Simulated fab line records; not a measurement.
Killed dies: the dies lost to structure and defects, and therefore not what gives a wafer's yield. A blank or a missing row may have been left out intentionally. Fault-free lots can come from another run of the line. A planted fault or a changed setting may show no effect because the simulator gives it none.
Matching of chambers	flow berkeleyCmos170	4 sister chambers for UCB170_CONTACT_ETCH_17 on rieDiel-02
The step etches BARC in N2/H2. 4 wafers are shown with their chamber, then 7 later ones without.

## EACH WAFER AND ITS CHAMBER
wafer	chamber	throttleValvePct (%)
L711.1	0	13.44
L711.6	3	13.60
L714.1	2	13.33
L714.3	1	13.33

## WAFERS WITHOUT THEIR CHAMBER
wafer	throttleValvePct (%)
L714.6	13.57
L720.2	13.42
L720.4	13.33
L720.5	13.44
L728.1	13.34
L728.4	13.60
L728.6	13.42

## WHICH CHAMBER EACH ONE RAN IN
wafer	from the rows above	in truth
L714.6	3	3
L720.2	0	0
L720.4	can't be placed: 1 or 2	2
L720.5	0	0
L728.1	can't be placed: 1 or 2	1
L728.4	3	3
L728.6	0	0
Correct placement for 5 of the 7. Cannot be placed on the basis of these rows: 2; the candidates contain the true chamber in 2. Placed wrongly: 0.
How it was worked out, from the rows above alone: a wafer's distance from a chamber is the root of the sum, over the readings, of the square of ((its reading less the chamber's mean) divided by the reading's scatter). If the next closest chamber is less than 2 further off than the closest, the wafer can't be placed; otherwise it belongs to the closest. For every chamber, the mean is computed from those of its wafers that are shown. The scatter: with one shown wafer a chamber, the root of the mean of the squares of how far each hidden wafer lies from its nearest shown one.
